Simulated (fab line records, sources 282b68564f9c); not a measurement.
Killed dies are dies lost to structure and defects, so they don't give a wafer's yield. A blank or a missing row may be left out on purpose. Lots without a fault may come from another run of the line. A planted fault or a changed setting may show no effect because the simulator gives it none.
A struck lot beside a sound one | flow rit_cmos | 17 steps out of a route of 202
Sound: wafers L631.2, L631.3, L631.5. Struck: wafers L621.2, L621.4, L621.6. The cause comes at the end.
At each step with rows: each side's tool, then ch and its chambers, then its first start. Under that, the readings that differ: sound wafers | struck wafers | difference of the means | sigmas: that difference in standard deviations of wafers without a fault.
alike: readings whose means differ by less than 2 such deviations, and words and numbers that are the same on both sides. not compared: withheld readings, readings that some wafer has no value for, bounds like >300 that may hide the same value, and numbers for which the record gives no deviation and whose values overlap.
The two part at a step that has a row with sigmas, a row that says differs or no value, or rows on one side only. Numbers that don't overlap but have no deviation are shown without sigmas and don't part them. A reading that every wafer of one side lacks parts them only if that side has two wafers or more.

first, 1 step without rows for these wafers: RIT_CONTACT_HARDBAKE_10 (time 60 s).
RIT_CONTACT_ETCH_11: etches SiO2 in CHF3/CF4/Ar, stops on TiSi2, target depth 480 nm, time 320 s.
  sound on rie_diel-04 ch 0,1,3, day 5 23:17; struck on rie_diel-03 ch 1,2,3, day 3 23:11
  alike: drypump_motor_current_A, oes_product_au, throttle_valve_pct
  not compared: rf_hours_counter_h
RIT_CONTACT_STRIP_12: strips in O2, time 180 s.
  sound on plasma_asher-01 ch 0,1, day 5 23:29; struck on plasma_asher-01 ch 0,1, day 3 23:23
  alike: drypump_motor_current_A
  not compared: rf_hours_counter_h
RIT_CONTACT_CD_MEAS_90: target cd 1000 nm.
  sound on cd_sem-02, day 5 23:40; struck on cd_sem-01, day 3 23:35
  alike: cd_nm
then, 2 steps without rows for these wafers: RIT_CONTACT_CLEAN_13 (cleans in SC1, time 600 s); RIT_CONTACT_CLEAN_14 (cleans in SC2, time 600 s).
RIT_M1_SPUTTER_00: material Al, target thk 400 nm, time 500 s.
  sound on pvd_sputter-04, day 6 00:09; struck on pvd_sputter-04, day 4 00:02
  alike: chamber_pressure_pa, throttle_valve_pct
RIT_M1_RS_MEAS_01: measures by four-point-probe.
  sound on film_metro-01, day 6 00:28; struck on film_metro-04, day 4 00:21
  reading           | sound                | struck               | difference | sigmas
  M1_AL_RS (ohm/sq) | 0.0751 0.0749 0.0749 | 0.0734 0.0732 0.0725 | -0.0019    | -3
RIT_M1_THK_MEAS_02: measures by xrf.
  sound on film_metro-01, day 6 00:35; struck on film_metro-04, day 4 00:28
  reading        | sound       | struck      | difference | sigmas
  M1_AL_THK (nm) | 396 397 396 | 409 408 411 | +13        | +3
then, 3 steps without rows for these wafers: RIT_M1_HMDS_03 (prime time 60 s); RIT_M1_COAT_04 (resist thk 1300 nm); RIT_M1_SOFTBAKE_05 (time 60 s).
RIT_M1_EXPOSE_06: exposes mask M12, target cd 2600 nm.
  sound on iline_stepper-01 ch 0, day 6 01:06; struck on iline_stepper-01 ch 0, day 4 00:59
  reading              | sound             | struck                     | difference | sigmas
  mask                 | M12#0 M12#0 M12#0 | M12_R1#0 M12_R1#0 M12_R1#0 | differs    |
  focus_offset_nm (nm) | 0.6 1.1 0.2       | -0.5 -0.3 -0.9             | -1.2       | -2
then, 2 steps without rows for these wafers: RIT_M1_PEB_07; RIT_M1_DEVELOP_08 (develop time 68 s).
RIT_M1_CD_MEAS_09: target cd 2600 nm.
  sound on cd_sem-02, day 6 01:32; struck on cd_sem-01, day 4 01:42
  reading    | sound                | struck               | difference | sigmas
  cd_nm (nm) | 2597.3 2597.5 2596.7 | 2748.2 2749.7 2747.4 | +151.3     | +72
  not compared: hold
RIT_M1_PROBE_99:
  the record has rows for the sound wafers here (prober-01, day 6 04:15) and none for the struck ones

WHERE THEY PART
First at RIT_M1_RS_MEAS_01; last, within this record, at RIT_M1_PROBE_99.

WHY: what the simulator had put in
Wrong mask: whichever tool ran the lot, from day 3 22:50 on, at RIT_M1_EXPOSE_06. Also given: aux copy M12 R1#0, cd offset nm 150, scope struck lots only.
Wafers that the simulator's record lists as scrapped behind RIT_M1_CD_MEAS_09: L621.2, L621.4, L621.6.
